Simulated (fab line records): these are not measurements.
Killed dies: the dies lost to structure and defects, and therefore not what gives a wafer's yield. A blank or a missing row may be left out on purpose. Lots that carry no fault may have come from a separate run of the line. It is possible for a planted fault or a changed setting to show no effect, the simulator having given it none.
8D (eight disciplines) problem report, filled in by code -- flow berkeley_cmos170 -- the parts of the form that need people (team, actions taken, sign-off) are left out

== 1. WHAT WENT WRONG ==
rf_fwd_power_W at UCB170_M3_ETCH_17 reads a mean of 572.1 W on 2 wafers of 2 lots; wafers without a fault read 494.2 W with a standard deviation of 2.2. Relative to the usual mean, that is a shift of +35 standard deviations.
The step: etches BARC in N2/H2.
Seen first at day 11 13:55 on rie_diel-01, wafer L111.4. Wafers with a number at this step in the record: 42, from 14 lots. Rule for "out" (also "out of limits"): further than 4 standard deviations from the usual mean. The rest of the wafers with a number are treated as sound.

== 2. WHAT IT IS; WHAT IT IS NOT ==
question,is,is not
which readings at this step,rf_fwd_power_W,"drypump_motor_current_A, throttle_valve_pct"
which lots,"L111, L114","L101, L102, L103, L104, L106, L107, L108, L110, L115, L996, L998, L999"
which wafers of those lots,"L111.4, L114.4","L111.2, L111.3, L114.3, L114.6"
read on which tools,rie_diel-01,"rie_diel-02, rie_diel-03"
when,from day 11 13:55,"up to then (35 sound wafers); but 5 sound wafers of L114, L115 came after"

== 3. WHAT RULES OUT EACH SUSPECT ==
Counting: if a tool at a process step up to the reading ran every lot that is out, it stays a suspect. Sound lots after the first of them don't rule it out here, since some wafers of a struck lot are sound.
- rie_diel-01 at UCB170_M3_ETCH_17 (etches BARC in N2/H2): kept. Every lot that is out went through it, the first being L111 (day 11 13:55); the last sound lot it ran before that was L108 (day 11 07:26). Its own rf_fwd_power_W readings are out on those wafers.
- In rie_diel-01 at UCB170_M3_ETCH_17, the wafers that are out were processed in chamber 3 and their sound lot-mates in chambers 0, 2.
After counting, what remains is rie_diel-01 at UCB170_M3_ETCH_17.

== 4. THE CAUSE (what the simulator had put in) ==
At UCB170_M3_ETCH_17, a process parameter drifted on rie_diel-01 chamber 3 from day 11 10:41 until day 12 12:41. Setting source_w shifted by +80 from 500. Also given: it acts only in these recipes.
The count eliminated every tool but this one.

== 5. SEQUENCE OF EFFECTS, ordered by route ==
One row per reading whose mean, taken over the struck wafers that have a number, lies over 3 standard deviations from the usual. Only readings whose record carries a usual standard deviation are examined. hours: median over the lots of the time between each lot's start at the first step of this table that gives one and its start at this step. sigmas: the change, counted in usual standard deviations.
hours,step,reading,usual,on struck wafers,change,sigmas
0,UCB170_M3_ETCH_17,oes_product_au,0.999 a.u.,1.090,+0.091,+3.6
0,UCB170_M3_ETCH_17,rf_fwd_power_W,494.2 W,572.1,+77.9,+35
1,UCB170_M3_PROBE_99,killed_at_M0_to_M3,1.0,5.0,+4.0,+4.1
1,UCB170_M3_PROBE_99,killed_on_rim,1.0,5.0,+4.0,+3.6
Process steps it contains:
- UCB170_M3_ETCH_17: etches BARC in N2/H2.
- UCB170_M3_PROBE_99

== 6. HOW IT WOULD HAVE BEEN CAUGHT EARLIER ==
3 hours passed between the start of the fault at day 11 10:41 and the first reading out of limits in this record, taken at day 11 13:55.
